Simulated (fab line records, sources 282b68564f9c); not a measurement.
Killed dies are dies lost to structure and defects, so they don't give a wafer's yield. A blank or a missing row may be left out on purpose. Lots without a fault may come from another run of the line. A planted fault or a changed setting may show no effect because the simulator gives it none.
Which tool did it? | flow rit_cmos | 6 lots, 18 wafers sampled, at 2 steps of a route of 202

WHAT THE GAUGES READ, wafer by wafer
RIT_NRETRO_OVL_MEAS_06.
lot  | measured    | on         | NRETRO_OVL (nm)
L194 | day 2 12:45 | overlay-01 | 0.8 -0.6 0.8
L196 | day 2 22:08 | overlay-01 | -0.2 -1.0 -1.1
L199 | day 3 15:02 | overlay-02 | -1.9 -0.8 -3.5
L201 | day 3 22:25 | overlay-01 | - - -
L208 | day 5 12:08 | overlay-01 | 0.6 1.8 0.1
L215 | day 6 22:38 | overlay-02 | 1.3 2.1 0.8

WHICH TOOL RAN EACH LOT (tool, then ch and the chambers of the sampled wafers, then the start)
lot  | RIT_NRETRO_EXPOSE_03
L194 | iline_stepper-01 ch 0, day 2 12:19
L196 | iline_stepper-02 ch 0, day 2 21:43
L199 | iline_stepper-01 ch 0, day 3 14:37
L201 | iline_stepper-02 ch 0, day 3 21:59
L208 | iline_stepper-02 ch 0, day 5 11:43
L215 | iline_stepper-02 ch 0, day 6 22:03
- RIT_NRETRO_EXPOSE_03: exposes mask M4, target cd 43900 nm.

THE ANSWER, worked out from the rows above alone
Rule: what is usual is taken from the lots themselves. Put in order of their means at a reading, lots are off if they are a third of the lots or fewer, leave a main group of 4 or more, and stand apart from it by a gap of 3 or more times the standard deviation of the main group's means; of several such gaps the widest counts. A main group whose means are all the same, to the digits that the tables above print for the reading, isn't used. A lot without any number at a reading at which 4 lots or more have one is off too. The other lots that the step has rows for count as sound.
Off: L201, at RIT_NRETRO_OVL_MEAS_06 (NRETRO_OVL). Without a number there: L201. The main group: mean -0.1 nm, standard deviation 1.2.
A tool fits if, at a process step before that reading, it ran every lot that is off, and no sound lot after the first of them. The gauges at RIT_NRETRO_OVL_MEAS_06 are tried like those tools. None of those tried fits.

WHAT THE SIMULATOR HAD PUT IN
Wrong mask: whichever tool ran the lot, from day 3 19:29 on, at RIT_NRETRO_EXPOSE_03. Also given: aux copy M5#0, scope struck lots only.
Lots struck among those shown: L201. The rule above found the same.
